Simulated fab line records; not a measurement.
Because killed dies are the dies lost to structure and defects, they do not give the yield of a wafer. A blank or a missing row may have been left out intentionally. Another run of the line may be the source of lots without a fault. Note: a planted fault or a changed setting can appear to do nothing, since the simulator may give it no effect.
Lot-split experiment | flow berkeley_cmos170 | route with 331 steps; 5 lots, 23 wafers read

THE SPLIT ITSELF
At UCB170_NWELL_CVD_04 (deposits Si3N4 from SiH2Cl2/NH3, target thk 224 nm, time 3360 s), the setting temp_c was moved away from the recipe's 800 C on 20 of the 23 wafers read, by -2.9% to +1.9%. For the rest of the wafers, this setting stayed at what the recipe calls for.

FROM THE SPLIT TO THE READING: what the file shows between them, 4 steps
- UCB170_NWELL_THK_MEAS_05
- UCB170_NWELL_HMDS_06: prime time 60 s
- UCB170_NWELL_COAT_07: resist thk 900 nm
- UCB170_NWELL_DEVELOP_11: develop time 45 s

THE READING
oes_product_au, in a.u., at UCB170_NWELL_ETCH_13 (etches Si3N4 in CH3F/Ar/O2, stops on SiO2, target depth 246.4 nm, time 154 s). Fault-free wafers of this fab line usually give 0.940 a.u., standard deviation 0.016 a.u.

wafer  | tool, chamber at the split | temp_c as run, C | against the recipe | oes_product_au, a.u. | against lot-mates on the recipe
L074.1 | -, -                       | 777.4            | -2.8%              | 0.741                | no lot-mate on the recipe
L074.2 | -, -                       | 777.4            | -2.8%              | 0.754                | no lot-mate on the recipe
L074.3 | -, -                       | 777.4            | -2.8%              | 0.758                | no lot-mate on the recipe
L074.4 | -, -                       | 777.4            | -2.8%              | 0.754                | no lot-mate on the recipe
L074.5 | -, -                       | 777.4            | -2.8%              | 0.740                | no lot-mate on the recipe
L076.1 | -, -                       | 776.9            | -2.9%              | 0.768                | no lot-mate on the recipe
L076.2 | -, -                       | 776.9            | -2.9%              | 0.756                | no lot-mate on the recipe
L076.4 | -, -                       | 776.9            | -2.9%              | 0.734                | no lot-mate on the recipe
L076.5 | -, -                       | 776.9            | -2.9%              | 0.733                | no lot-mate on the recipe
L076.6 | -, -                       | 776.9            | -2.9%              | 0.764                | no lot-mate on the recipe
L077.2 | -, -                       | 815              | +1.9%              | 0.982                | no lot-mate on the recipe
L077.3 | -, -                       | 815              | +1.9%              | 0.989                | no lot-mate on the recipe
L077.4 | -, -                       | 815              | +1.9%              | 0.982                | no lot-mate on the recipe
L077.5 | -, -                       | 815              | +1.9%              | 0.986                | no lot-mate on the recipe
L077.6 | -, -                       | 815              | +1.9%              | 0.990                | no lot-mate on the recipe
L078.1 | -, -                       | 790.5            | -1.2%              | 0.845                | no lot-mate on the recipe
L078.3 | -, -                       | 790.5            | -1.2%              | 0.866                | no lot-mate on the recipe
L078.4 | -, -                       | 790.5            | -1.2%              | 0.870                | no lot-mate on the recipe
L078.5 | -, -                       | 790.5            | -1.2%              | 0.861                | no lot-mate on the recipe
L078.6 | -, -                       | 790.5            | -1.2%              | 0.837                | no lot-mate on the recipe
L084.1 | lpcvd-01, 1                | 800              | recipe             | 0.936                | -
L084.4 | lpcvd-01, 1                | 800              | recipe             | 0.943                | -
L084.5 | lpcvd-01, 1                | 800              | recipe             | 0.946                | -

THE FIT
A straight line over all 23 wafers: oes_product_au changes by +0.0517 a.u. for each +1% of temp_c; r = +0.98; the points scatter about the line by 0.021 a.u.
Too few moved wafers have a lot-mate on the recipe to fit a line with each lot's own level taken away.

THE WHOLE CHAIN: every reading that the file lists as answering this split, in the file's order
step                     | what it does                                                                 | reading                                                                       | change (the file's fit)                  | r (the file's)
UCB170_NWELL_CVD_04      | deposits Si3N4 from SiH2Cl2/NH3, target thk 224 nm, time 3360 s              | Si3N4_of_NWELL_CVD_04.thk_nm (the simulator's own value, which no gauge read) | +29.9 nm for each +1% of the setting     | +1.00
UCB170_NWELL_THK_MEAS_05 |                                                                              | NWELL_NITRIDE_THK                                                             | +29.8 for each +1% of the setting        | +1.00
UCB170_NWELL_ETCH_13     | etches Si3N4 in CH3F/Ar/O2, stops on SiO2, target depth 246.4 nm, time 154 s | oes_product_au                                                                | +0.0518 a.u. for each +1% of the setting | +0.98

FILE'S OWN FIT
oes_product_au changes by +0.0518 a.u. for each +1% of temp_c, r = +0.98.
